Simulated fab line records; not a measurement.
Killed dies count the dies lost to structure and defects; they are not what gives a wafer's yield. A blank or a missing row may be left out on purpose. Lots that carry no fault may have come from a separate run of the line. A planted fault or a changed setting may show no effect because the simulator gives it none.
The tool behind it: which one? || flow rit-cmos || 42 wafers from 14 lots sampled at 3 of the route's 202 steps

== WHAT EACH GAUGE READ, for each wafer ==
RIT_CONTACT_CD_MEAS_90: target cd 1000 nm.
{"lot": "L283", "measured": "day 3 10:58", "on": "cd-sem-02", "cd-nm (nm)": "1002.3 1004.1 1004.2"}
{"lot": "L285", "measured": "day 3 20:59", "on": "cd-sem-02", "cd-nm (nm)": "999.3 999.5 998.9"}
{"lot": "L287", "measured": "day 4 09:49", "on": "cd-sem-02", "cd-nm (nm)": "996.7 997.7 997.9"}
{"lot": "L288", "measured": "day 4 11:11", "on": "cd-sem-02", "cd-nm (nm)": "1000.4 1001.8 998.7"}
{"lot": "L289", "measured": "day 4 13:17", "on": "cd-sem-01", "cd-nm (nm)": "1000.6 1000.1 1000.6"}
{"lot": "L290", "measured": "day 4 22:31", "on": "cd-sem-02", "cd-nm (nm)": "1003.8 1001.6 1003.2"}
{"lot": "L291", "measured": "day 4 22:53", "on": "cd-sem-01", "cd-nm (nm)": "995.6 996.5 999.8"}
{"lot": "L292", "measured": "day 5 06:37", "on": "cd-sem-02", "cd-nm (nm)": "999.7 997.3 998.9"}
{"lot": "L293", "measured": "day 5 14:34", "on": "cd-sem-01", "cd-nm (nm)": "998.9 997.5 998.6"}
{"lot": "L294", "measured": "day 5 17:37", "on": "cd-sem-02", "cd-nm (nm)": "1001.7 1000.2 1001.0"}
{"lot": "L295", "measured": "day 5 18:31", "on": "cd-sem-02", "cd-nm (nm)": "1002.2 1004.1 1004.7"}
{"lot": "L296", "measured": "day 6 02:41", "on": "cd-sem-02", "cd-nm (nm)": "1002.8 1001.8 1001.0"}
{"lot": "L297", "measured": "day 6 08:53", "on": "cd-sem-02", "cd-nm (nm)": "1000.0 998.2 995.7"}
{"lot": "L302", "measured": "day 7 22:32", "on": "cd-sem-02", "cd-nm (nm)": "997.8 999.5 994.5"}

RIT_M1_CD_MEAS_09: target cd 2600 nm.
{"lot": "L283", "measured": "day 3 12:47", "on": "cd-sem-01", "cd-nm (nm)": "2600.6 2601.3 2600.8"}
{"lot": "L285", "measured": "day 3 22:58", "on": "cd-sem-01", "cd-nm (nm)": "2596.9 2596.8 2598.6"}
{"lot": "L287", "measured": "day 4 11:41", "on": "cd-sem-01", "cd-nm (nm)": "2598.1 2599.2 2598.7"}
{"lot": "L288", "measured": "day 4 13:03", "on": "cd-sem-02", "cd-nm (nm)": "2602.3 2601.7 2603.0"}
{"lot": "L289", "measured": "day 4 15:14", "on": "cd-sem-01", "cd-nm (nm)": "2600.8 2601.6 2601.8"}
{"lot": "L290", "measured": "day 5 00:29", "on": "cd-sem-02", "cd-nm (nm)": "2599.0 2599.6 2600.9"}
{"lot": "L291", "measured": "day 5 00:52", "on": "cd-sem-01", "cd-nm (nm)": "2598.9 2599.3 2599.4"}
{"lot": "L292", "measured": "day 5 08:28", "on": "cd-sem-01", "cd-nm (nm)": "2599.5 2598.7 2600.8"}
{"lot": "L293", "measured": "day 5 16:31", "on": "cd-sem-01", "cd-nm (nm)": "2599.2 2600.0 2599.5"}
{"lot": "L294", "measured": "day 5 19:29", "on": "cd-sem-01", "cd-nm (nm)": "2595.7 2596.5 2595.8"}
{"lot": "L295", "measured": "day 5 20:29", "on": "cd-sem-01", "cd-nm (nm)": "2598.4 2598.8 2600.0"}
{"lot": "L296", "measured": "day 6 04:39", "on": "cd-sem-02", "cd-nm (nm)": "2598.6 2598.1 2600.7"}
{"lot": "L297", "measured": "day 6 10:42", "on": "cd-sem-01", "cd-nm (nm)": "2600.2 2600.2 2599.1"}
{"lot": "L302", "measured": "day 8 00:34", "on": "cd-sem-01", "cd-nm (nm)": "2601.2 2597.4 2601.0"}

== EACH LOT AND THE TOOL THAT RAN IT (in order: tool; ch and the chambers of the sampled wafers; start) ==
{"lot": "L283", "RIT_CONTACT_STRIP_12": "plasma-asher-01 ch 0,1, day 3 10:47"}
{"lot": "L285", "RIT_CONTACT_STRIP_12": "plasma-asher-02 ch 0,1, day 3 20:47"}
{"lot": "L287", "RIT_CONTACT_STRIP_12": "plasma-asher-03 ch 0,1, day 4 09:40"}
{"lot": "L288", "RIT_CONTACT_STRIP_12": "plasma-asher-03 ch 0,1, day 4 10:59"}
{"lot": "L289", "RIT_CONTACT_STRIP_12": "plasma-asher-03 ch 0,1, day 4 13:07"}
{"lot": "L290", "RIT_CONTACT_STRIP_12": "plasma-asher-02 ch 0,1, day 4 22:20"}
{"lot": "L291", "RIT_CONTACT_STRIP_12": "plasma-asher-01 ch 0,1, day 4 22:43"}
{"lot": "L292", "RIT_CONTACT_STRIP_12": "plasma-asher-01 ch 0,1, day 5 06:26"}
{"lot": "L293", "RIT_CONTACT_STRIP_12": "plasma-asher-01 ch 0,1, day 5 14:22"}
{"lot": "L294", "RIT_CONTACT_STRIP_12": "plasma-asher-03 ch 1, day 5 17:27"}
{"lot": "L295", "RIT_CONTACT_STRIP_12": "plasma-asher-01 ch 0,1, day 5 18:21"}
{"lot": "L296", "RIT_CONTACT_STRIP_12": "plasma-asher-02 ch 0,1, day 6 02:31"}
{"lot": "L297", "RIT_CONTACT_STRIP_12": "plasma-asher-02 ch 0,1, day 6 08:41"}
{"lot": "L302", "RIT_CONTACT_STRIP_12": "plasma-asher-02 ch 0,1, day 7 22:22"}
- RIT_CONTACT_STRIP_12: strips in O2, time 180 s.

== WHAT THE TOOLS THEMSELVES READ (means of the sampled wafers that have a number; where no wafer has one, the mark that the record gives instead) ==
RIT_CONTACT_STRIP_12.
{"lot": "L283", "tool": "plasma-asher-01", "drypump-motor-current-A (A)": 5.2}
{"lot": "L285", "tool": "plasma-asher-02", "drypump-motor-current-A (A)": 5.6}
{"lot": "L287", "tool": "plasma-asher-03", "drypump-motor-current-A (A)": 6.0}
{"lot": "L288", "tool": "plasma-asher-03", "drypump-motor-current-A (A)": 5.9}
{"lot": "L289", "tool": "plasma-asher-03", "drypump-motor-current-A (A)": 6.0}
{"lot": "L290", "tool": "plasma-asher-02", "drypump-motor-current-A (A)": 6.0}
{"lot": "L291", "tool": "plasma-asher-01", "drypump-motor-current-A (A)": 5.2}
{"lot": "L292", "tool": "plasma-asher-01", "drypump-motor-current-A (A)": 5.1}
{"lot": "L293", "tool": "plasma-asher-01", "drypump-motor-current-A (A)": 5.2}
{"lot": "L294", "tool": "plasma-asher-03", "drypump-motor-current-A (A)": 5.7}
{"lot": "L295", "tool": "plasma-asher-01", "drypump-motor-current-A (A)": 5.1}
{"lot": "L296", "tool": "plasma-asher-02", "drypump-motor-current-A (A)": 5.6}
{"lot": "L297", "tool": "plasma-asher-02", "drypump-motor-current-A (A)": 5.6}
{"lot": "L302", "tool": "plasma-asher-02", "drypump-motor-current-A (A)": 6.0}

== THE ANSWER, worked out from the rows above alone ==
Rule: the lots themselves supply what counts as usual. Put in order of their means at a reading, lots are off if they are a third of the lots or fewer, leave a main group of 4 or more, and stand apart from it by a gap of 3 or more times the standard deviation of the main group's means; of several such gaps the widest counts. The tables above print the reading to a certain number of digits; a main group whose means all agree to those digits is not used. A lot without any number at a reading at which 4 lots or more have one is off too. Where the step has rows for the other lots, those lots are counted as sound. The gauges are gone through in route order, then the tools' own readings, and for those a lot's mean is taken as printed above. At the first step where some lot is off, the reading lying furthest off is the one used; lots without a number count as furthest.
Across all readings shown, no lot is off: no conclusion can be drawn from this.

== WHAT THE SIMULATOR HAD PUT IN ==
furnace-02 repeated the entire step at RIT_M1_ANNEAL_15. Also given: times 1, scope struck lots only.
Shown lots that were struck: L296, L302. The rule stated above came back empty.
